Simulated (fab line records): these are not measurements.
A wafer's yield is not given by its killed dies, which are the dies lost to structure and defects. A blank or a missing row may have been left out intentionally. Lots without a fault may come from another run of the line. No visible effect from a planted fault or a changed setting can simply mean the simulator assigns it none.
fab line records	flow rit_cmos
record: lots: 6	wafers: 16	last_day: 7
route steps=202 shown SILICIDE@167 CONTACT@168 M1@202
lots that met no fault: from a run of the same line without faults
start_h: hours from the record's first day to the start of the lot's first wafer shown	wait_h: time in hours since the lot's previous step	" the same as in the row above	L1.1+2: one row covering several wafers at once	- no value, or no start given	* or withheld: withheld	< > ~ a bound
route shown NAME@n: NAME is a module with steps in the file, n the number in the route of the first one	usual: the fault-free wafers' mean and standard deviation	same: alike in all rows	chamber/n: place in a boat	sites: the reading at each site	_std_site: standard deviation across them	_edge_site: mean of outer sites minus mean of inner sites	radius_mm: how far each site lies from the wafer's centre	mask NAME#n: copy n	behind: tool/chamber where the wafer was last shaped	hold: reason for holding the lot/hours on hold/outcome of the hold	device: the transistor (n, p or np) that didn't switch	end of line: the tests these same wafers got at the end of their route	step lacking rows: just its recipe	killed: count of dies lost to structure and defects at first sort (not the wafer's yield)	map: a wafer's dies, x killed, . not, _ none there
set.NAME: the run value of the setting; set.NAME@STEP: its run value at that earlier step	model.NAME: the simulator's own value behind a step, which no gauge read
lots seen at some steps along the route; tables by step, rows by wafer
services: a tool's chamber out of use, with start hour (start_h, from the record's first day; less than 0 if before it), hours out, and reason
== steps ==
step: RIT_SILICIDE_RTA_06
recipe: temp_c: 750	time_s: 10	idle_temp_c: 25	ramp_up_s: 5	ramp_down_s: 10	cool_to_c: 25	ambient: N2
usual: anneal_temp_c_max: 754.1/0.73	wafer_temp_C_max: 753.8/1.5
lot.wafer	tool	chamber	start_h	wait_h	anneal_temp_c_max	wafer_temp_C_max
L506.1	rtp_anneal-02	0	64.99	0.0	754.7	754.8
L506.3	"	0	"	"	753.9	755.1
L506.4	"	0	"	"	752.9	755.8
L513.2	rtp_anneal-01	0	98.46	0.0	753.9	752.2
L515.3	rtp_anneal-01	0	107.91	0.0	754.0	753.2
L515.5	"	0	"	"	753.7	752.0
L515.6	"	0	"	"	752.8	753.3
L518.1	rtp_anneal-02	0	124.39	0.0	754.4	755.7
L518.4	"	0	"	"	754.3	756.0
L518.6	"	0	"	"	753.8	753.2
L522.1	rtp_anneal-02	0	144.79	0.0	753.2	754.8
L522.4	"	0	"	"	755.0	754.2
L522.6	"	0	"	"	752.9	755.5
L528.1	rtp_anneal-01	0	171.10	0.0	753.5	752.1
L528.5	"	0	"	"	753.0	751.5
L528.6	"	0	"	"	753.8	752.3
step: RIT_CONTACT_CVD_00
recipe: material: SiO2	target_thk_nm: 400	precursor: TEOS	temp_c: 390	time_s: 61	rf_w: 400
usual: heater_power_w: 288/57
lot.wafer	tool	chamber	start_h	wait_h	heater_power_w
L506.1	pecvd-01	0	65.05	0.1	224
L506.3	"	2	"	"	318
L506.4	"	1	"	"	359
L513.2	pecvd-02	1	98.51	0.0	303
L515.3	pecvd-01	0	107.96	0.0	244
L515.5	"	2	"	"	352
L515.6	"	1	"	"	325
L518.1	pecvd-01	1	124.46	0.1	288
L518.4	"	0	"	"	244
L518.6	"	2	"	"	357
L522.1	pecvd-02	0	144.86	0.1	245
L522.4	"	2	"	"	257
L522.6	"	1	"	"	235
L528.1	pecvd-02	1	171.17	0.1	285
L528.5	"	1	"	"	293
L528.6	"	2	"	"	235
step: RIT_CONTACT_THK_MEAS_01
recipe: reads: SiO2_of_CONTACT_CVD_00
usual: CONTACT_TEOS_THK: 400/4.6
lot.wafer	tool	chamber	start_h	wait_h	CONTACT_TEOS_THK[nm]
L506.1	film_metro-01	-	65.10	0.0	392
L506.3	"	-	"	"	396
L506.4	"	-	"	"	405
L513.2	film_metro-03	-	98.57	0.0	393
L515.3	film_metro-02	-	108.03	0.0	393
L515.5	"	-	"	"	400
L515.6	"	-	"	"	404
L518.1	film_metro-03	-	124.51	0.0	400
L518.4	"	-	"	"	402
L518.6	"	-	"	"	401
L522.1	film_metro-01	-	144.91	0.0	403
L522.4	"	-	"	"	408
L522.6	"	-	"	"	397
L528.1	film_metro-03	-	171.22	0.0	390
L528.5	"	-	"	"	396
L528.6	"	-	"	"	402
step: RIT_CONTACT_HMDS_02
recipe: prime_time_s: 60	prime_temp_c: 140
step: RIT_CONTACT_COAT_03
recipe: resist: NOVOLAK	spin_rpm: 3250	resist_thk_nm: 1000
step: RIT_CONTACT_SOFTBAKE_04
recipe: resist: NOVOLAK	temp_c: 90	time_s: 60
step: RIT_CONTACT_EXPOSE_05
recipe: mask_id: M11	na: 0.6	source_shape: conventional	sigma_outer: 0.5	target_cd_nm: 1000	dose_mj: 250
step: RIT_CONTACT_PEB_06
recipe: resist: NOVOLAK	temp_c: withheld	time_s: withheld
step: RIT_CONTACT_DEVELOP_07
recipe: resist: NOVOLAK	develop_time_s: 120	dev_temp_c: 23
step: RIT_CONTACT_CD_MEAS_08
recipe: target_cd_nm: 1000
usual: cd_nm: 1000.4/2.3
lot.wafer	tool	chamber	start_h	wait_h	cd_nm
L506.1	cd_sem-02	-	66.25	-	997.6
L506.3	"	-	"	"	997.2
L506.4	"	-	"	"	998.7
L513.2	cd_sem-02	-	99.61	-	997.7
L515.3	cd_sem-02	-	109.08	-	1000.3
L515.5	"	-	"	"	998.0
L515.6	"	-	"	"	999.9
L518.1	cd_sem-01	-	125.66	-	1000.1
L518.4	"	-	"	"	998.8
L518.6	"	-	"	"	999.3
L522.1	cd_sem-02	-	146.06	-	1000.1
L522.4	"	-	"	"	1001.2
L522.6	"	-	"	"	1001.7
L528.1	cd_sem-02	-	172.37	-	1003.4
L528.5	"	-	"	"	1003.2
L528.6	"	-	"	"	1002.5
step: RIT_CONTACT_OVL_MEAS_09
usual: CONTACT_OVL: 0.2/1.2
lot.wafer	tool	chamber	start_h	wait_h	CONTACT_OVL[nm]
L506.1	overlay-01	-	66.37	0.1	-1.0
L506.3	"	-	"	"	-2.5
L506.4	"	-	"	"	-1.1
L513.2	overlay-01	-	99.71	0.1	-0.1
L515.3	overlay-01	-	109.17	0.1	-1.6
L515.5	"	-	"	"	-1.8
L515.6	"	-	"	"	0.2
L518.1	overlay-01	-	125.78	0.1	0.2
L518.4	"	-	"	"	-0.3
L518.6	"	-	"	"	-1.3
L522.1	overlay-01	-	146.18	0.1	1.6
L522.4	"	-	"	"	2.1
L522.6	"	-	"	"	1.4
L528.1	overlay-01	-	172.49	0.1	1.4
L528.5	"	-	"	"	2.2
L528.6	"	-	"	"	-1.3
step: RIT_CONTACT_HARDBAKE_10
recipe: resist: NOVOLAK	temp_c: 140	time_s: 60
step: RIT_CONTACT_ETCH_11
recipe: target_depth_a: 4800	over_etch_frac: 0.2	stop_on: TiSi2	chemistry: CHF3/CF4/Ar	target: SiO2	CHF3_flow_sccm: 50	cf4_flow_sccm: 10	Ar_flow_sccm: 100	O2_flow_sccm: 5	pressure_mtorr: 100	rf_w: 200	time_s: 320
usual: drypump_motor_current_A: 5.9/0.53	oes_product_au: 0.990/0.016	run_length_s: 348.4/0.49	throttle_valve_pct: 8.81/0.15
lot.wafer	tool	chamber	start_h	wait_h	drypump_motor_current_A	oes_product_au	rf_hours_counter_h	run_length_s	throttle_valve_pct	model.NOVOLAK_of_CONTACT_COAT_03.thk_nm
L506.1	rie_diel-01	1	66.56	0.1	5.4	0.984	10	347.7	8.59	766.3
L506.3	"	3	"	"	6.4	1.002	130	348.7	8.94	768
L506.4	"	0	"	"	5.8	0.969	45	348.9	8.93	763.4
L513.2	rie_diel-01	3	99.89	0.1	6.4	1.006	130	406.3	8.94	749.2
L515.3	rie_diel-01	2	109.50	0.1	6.4	0.979	45	348.1	8.70	765.6
L515.5	"	3	"	"	6.4	1.009	-	406.4	8.96	750.4
L515.6	"	2	"	"	6.3	0.983	-	348.2	8.68	764.1
L518.1	rie_diel-03	3	125.96	0.1	6.3	0.994	96	348.3	9.04	771.1
L518.4	"	0	"	"	6.7	1.015	29	348.7	8.72	768.7
L518.6	"	0	"	"	6.7	1.003	-	349.1	8.70	769.2
L522.1	rie_diel-03	3	146.37	0.1	6.3	0.994	96	348.2	9.03	774.5
L522.4	"	1	"	"	6.1	0.978	5	348.2	8.65	772.1
L522.6	"	0	"	"	6.7	1.002	-	348.8	8.74	770.6
L528.1	rie_diel-03	3	172.68	0.1	6.3	0.982	97	348.2	9.03	769.4
L528.5	"	1	"	"	6.1	0.974	-	348.0	8.66	770.3
L528.6	"	0	"	"	6.7	1.002	-	348.6	8.73	767.4
step: RIT_CONTACT_STRIP_12
recipe: chemistry: O2	time_s: 180	resist: NOVOLAK	platen_temp_c: withheld	power_w: 500	pressure_mtorr: 4000	o2_flow_sccm: 4000
usual: drypump_motor_current_A: 5.7/0.37	rf_refl_power_W: 6.8/1
lot.wafer	tool	chamber	start_h	wait_h	drypump_motor_current_A	rf_hours_counter_h	rf_refl_power_W
L506.1	plasma_asher-03	1	66.76	0.1	5.2	38	5.3
L506.3	"	0	"	"	5.8	-	6.0
L506.4	"	1	"	"	5.2	-	5.3
L513.2	plasma_asher-03	0	100.09	0.1	5.8	41	5.8
L515.3	plasma_asher-02	1	109.75	0.2	5.7	-	7.3
L515.5	"	1	"	"	5.7	-	7.3
L515.6	"	0	"	"	6.2	-	7.4
L518.1	plasma_asher-02	0	126.16	0.1	6.2	34	7.4
L518.4	"	0	"	"	6.2	-	7.3
L518.6	"	0	"	"	6.2	-	7.4
L522.1	plasma_asher-02	0	146.56	0.1	6.2	37	7.4
L522.4	"	1	"	"	5.7	-	7.5
L522.6	"	1	"	"	5.7	-	7.6
L528.1	plasma_asher-02	1	172.87	0.1	5.7	39	7.4
L528.5	"	1	"	"	5.7	-	7.5
L528.6	"	0	"	"	6.2	-	7.1
step: RIT_M1_PROBE_99
usual: killed_at_contacts: 0.0/0.22	killed_at_front_end: 6.5/2.8	killed_dies: 6.5/2.8	killed_open: 3.2/1.8	killed_short: 3.3/2
same: gross_dies: 264	killed_at_M0_to_M3: 0	killed_at_M4_up: 0	killed_at_back_side: 0	killed_at_other: 0
lot.wafer	tool	chamber	start_h	wait_h	killed_at_contacts	killed_at_front_end	killed_dies	killed_open	killed_short	model.etest.nmos_0p15.junction_log10_a_um	model.etest.nmos_narrow.off_log10_a_um	model.etest.nmos_0p3.off_log10_a_um	model.etest.gate_end_array.leak_log10_a_um	model.etest.antenna_contact.vt_shift_v
L506.1	prober-02	-	71.71	0.1	0	3	3	2	1	-13.47	-13.26	-13.04	-12.87	-0.01314
L506.3	prober-02	-	71.81	0.2	0	5	5	3	2	-13.67	-13.13	-13.07	-12.88	-0.01281
L506.4	prober-02	-	71.86	0.2	0	8	8	1	7	-13.66	-13.37	-13.21	-13.12	-0.009998
L513.2	prober-01	-	104.80	0.1	0	10	10	3	7	-12.99	-12.8	-12.76	-12.46	-0.02105
L515.3	prober-01	-	114.45	0.2	0	9	9	3	6	-13.35	-13.1	-13.05	-12.92	-0.01128
L515.5	prober-01	-	114.55	0.2	0	9	9	3	6	-13.02	-12.88	-12.83	-12.66	-0.01844
L515.6	prober-01	-	114.60	0.2	0	12	12	8	4	-13.64	-13.29	-13.13	-12.96	-0.01371
L518.1	prober-02	-	131.06	0.1	0	8	8	5	3	-13.63	-13.26	-12.75	-12.68	-0.00773
L518.4	prober-02	-	131.21	0.2	0	10	10	6	4	-13.54	-13.1	-12.91	-12.78	-0.01445
L518.6	prober-02	-	131.31	0.2	0	3	3	1	2	-13.68	-13.1	-12.84	-12.71	-0.0122
L522.1	prober-02	-	151.59	0.1	1	4	5	3	2	-13.45	-13.14	-13.03	-12.89	-0.007574
L522.4	prober-02	-	151.74	0.2	0	5	5	3	2	-13.55	-13.22	-13.14	-12.94	-0.01194
L522.6	prober-02	-	151.84	0.2	0	9	9	3	6	-13.53	-13.19	-13.06	-12.88	-0.01492
L528.1	prober-02	-	177.53	0.1	0	3	3	1	2	-13.55	-13.2	-12.92	-12.68	-0.01128
L528.5	prober-02	-	177.73	0.2	0	3	3	2	1	-13.46	-13.16	-12.99	-12.8	-0.01091
L528.6	prober-02	-	177.78	0.2	0	11	11	8	3	-13.57	-13.3	-13.03	-12.96	-0.01105
killed by level:class
L506.1 FOX1:geometric_particle:open=1 REOX:geometric_particle:open=1 SILICIDE:geometric_particle:short=1
L506.3 GATE:geometric_particle:open=2 FOX2:geometric_particle:short=1 SILICIDE:geometric_particle:open=1 SILICIDE:geometric_particle:short=1
L506.4 GATE:geometric_particle:short=4 FOX1:geometric_particle:short=2 GATE:geometric_particle:open=1 SILICIDE:geometric_particle:short=1
L513.2 GATE:geometric_particle:open=2 GATE:geometric_particle:short=2 SPACER:geometric_particle:short=2 FOX1:geometric_particle:open=1 FOX1:geometric_particle:short=1 REOX:geometric_particle:short=1 SILICIDE:geometric_particle:short=1
L515.3 GATE:geometric_particle:open=3 GATE:geometric_particle:short=2 SILICIDE:geometric_particle:short=2 REOX:geometric_particle:short=1 SPACER:geometric_particle:short=1
L515.5 GATE:geometric_particle:short=4 GATE:geometric_particle:open=2 FOX1:geometric_particle:short=1 REOX:geometric_particle:short=1 SILICIDE:geometric_particle:open=1
L515.6 GATE:geometric_particle:open=3 FOX1:geometric_particle:short=2 FOX2:geometric_particle:open=2 GATE:geometric_particle:short=2 REOX:geometric_particle:open=2 SPACER:geometric_particle:open=1
L518.1 GATE:geometric_particle:open=2 FOX1:geometric_particle:open=1 FOX2:geometric_particle:open=1 GATE:geometric_particle:short=1 SPACER:geometric_particle:short=1 SILICIDE:geometric_particle:short=1 SILICIDE:geometric_particle:open=1
L518.4 GATE:geometric_particle:open=4 FOX1:geometric_particle:open=2 GATE:geometric_particle:short=2 FOX1:geometric_particle:short=1 SPACER:geometric_particle:short=1
L518.6 GATE:geometric_particle:short=1 GATE:geometric_particle:open=1 SPACER:geometric_particle:short=1
L522.1 GATE:geometric_particle:open=1 REOX:geometric_particle:open=1 SPACER:geometric_particle:short=1 SILICIDE:geometric_particle:open=1 CONTACT:geometric_particle:short=1
L522.4 GATE:geometric_particle:open=3 GATE:geometric_particle:short=1 SILICIDE:geometric_particle:short=1
L522.6 GATE:geometric_particle:short=4 FOX1:geometric_particle:short=1 FOX1:geometric_particle:open=1 GATE:geometric_particle:open=1 REOX:geometric_particle:open=1 REOX:geometric_particle:short=1
L528.1 GATE:geometric_particle:open=1 GATE:geometric_particle:short=1 SPACER:geometric_particle:short=1
L528.5 GATE:geometric_particle:open=1 GATE:geometric_particle:short=1 SILICIDE:geometric_particle:open=1
L528.6 SPACER:geometric_particle:open=4 GATE:geometric_particle:short=2 GATE:geometric_particle:open=2 FOX1:geometric_particle:open=1 SILICIDE:geometric_particle:short=1 SILICIDE:geometric_particle:open=1
== services ==
tool	chamber	start_h	hours	kind
rie_diel-01	0	41.83	7.8	repair
rie_diel-03	0	45.35	6.7	repair
rie_diel-03	2	61.42	4.9	repair
rtp_anneal-01	-	63.63	1.9	pm
rie_diel-03	2	66.33	-	clean
rie_diel-03	2	66.33	14.6	scheduled_down
rie_diel-03	2	66.33	14.6	vent_cycle
rie_diel-01	-	71.71	2.8	pm
rie_diel-03	3	84.93	2.0	repair
plasma_asher-03	-	102.96	1.5	repair
pecvd-01	-	108.06	1.6	repair
rie_diel-03	2	118.76	4.0	repair
plasma_asher-02	-	119.58	1.3	repair
pecvd-01	-	138.74	2.8	pm
rtp_anneal-01	-	142.08	4.0	pm
rie_diel-01	2	144.27	6.5	repair
plasma_asher-03	-	171.07	0.5	repair
== key ==
first_sign: step: RIT_CONTACT_ETCH_11	reading: run_length_s	direction: up	sigmas: 99+	usual: *	struck: *
effect none on later readings
model_effect: step: RIT_CONTACT_ETCH_11	value: NOVOLAK_of_CONTACT_COAT_03.thk_nm	without: 770	struck: 749.8
model_effect: step: RIT_M1_PROBE_99	value: etest.nmos_0p15.junction_log10_a_um	without: -13.54	struck: -13
met_at RIT_CONTACT_ETCH_11
struck_wafers L513.2,L515.5
tester_left_out L513,L515
onset_between 66.56 99.89
earlier_fault: kind: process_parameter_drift	tool: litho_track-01	chamber: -	onset_h: 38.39	steps: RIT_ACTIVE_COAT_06	channel: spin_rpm	offset: 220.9	shape: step	end_h: 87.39	acts_in: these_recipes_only	stated: 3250
fault: kind: process_parameter_drift	tool: rie_diel-01	chamber: 3	onset_h: 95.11	steps: RIT_CONTACT_ETCH_11	channel: time_s	offset: *	shape: step	acts_in: *	stated: *
tester_left_out: of these lots the tester's yield and bins aren't shown, on N5 and GAA mostly nor the transistor test; their killed dies are dies lost to structure and defects alone, not to doping, threshold or leakage, so they don't give the yield
